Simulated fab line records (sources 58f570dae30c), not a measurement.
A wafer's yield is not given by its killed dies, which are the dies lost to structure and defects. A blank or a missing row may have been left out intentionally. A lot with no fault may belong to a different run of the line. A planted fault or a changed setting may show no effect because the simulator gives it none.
Chamber matching | flow berkeley cmos170 | 4 sister chambers for UCB170_V2_CMP_02 on cmp-02
The step polishes SiO2. 8 wafers are shown with their chamber, then 7 later ones without.

WAFERS PAIRED WITH THEIR CHAMBERS
wafer  | chamber | motor current A (A)
L114.1 | 2       | 16.2
L115.5 | 3       | 16.5
L116.3 | 3       | 16.8
L121.5 | 0       | 16.2
L124.2 | 1       | 16.3
L124.4 | 2       | 17.1
L124.6 | 1       | 15.8
L125.3 | 0       | 15.5

WAFERS MISSING THEIR CHAMBER
wafer  | motor current A (A)
L125.4 | 15.9
L125.5 | 15.3
L128.1 | 17.3
L128.3 | 15.9
L128.5 | 16.9
L131.4 | 15.3
L131.5 | 15.2

THE CHAMBER EACH PASSED THROUGH
wafer  | from the rows above               | in truth
L125.4 | can't be placed: 0 or 1 or 2 or 3 | 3
L125.5 | can't be placed: 0 or 1 or 2 or 3 | 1
L128.1 | can't be placed: 2 or 3 or 1 or 0 | 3
L128.3 | can't be placed: 0 or 1 or 2 or 3 | 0
L128.5 | can't be placed: 2 or 3 or 1 or 0 | 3
L131.4 | can't be placed: 0 or 1 or 2 or 3 | 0
L131.5 | can't be placed: 0 or 1 or 2 or 3 | 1
Placed correctly: 0 of 7. These rows do not allow placing 7 (true chamber among the candidates in 7). Number placed wrongly: 0.
How it was worked out, from the rows above alone: a wafer's distance from a chamber is the root of the sum, over the readings, of the square of ((its reading less the chamber's mean) divided by the reading's scatter). The wafer belongs to the nearest chamber; if the next one is less than 2 further off, it can't be placed. The mean given for a chamber averages the wafers shown for that chamber. The scatter is the square root of a quotient: the sum, over the shown wafers, of each reading's squared deviation from its chamber's mean, divided by wafers minus chambers.
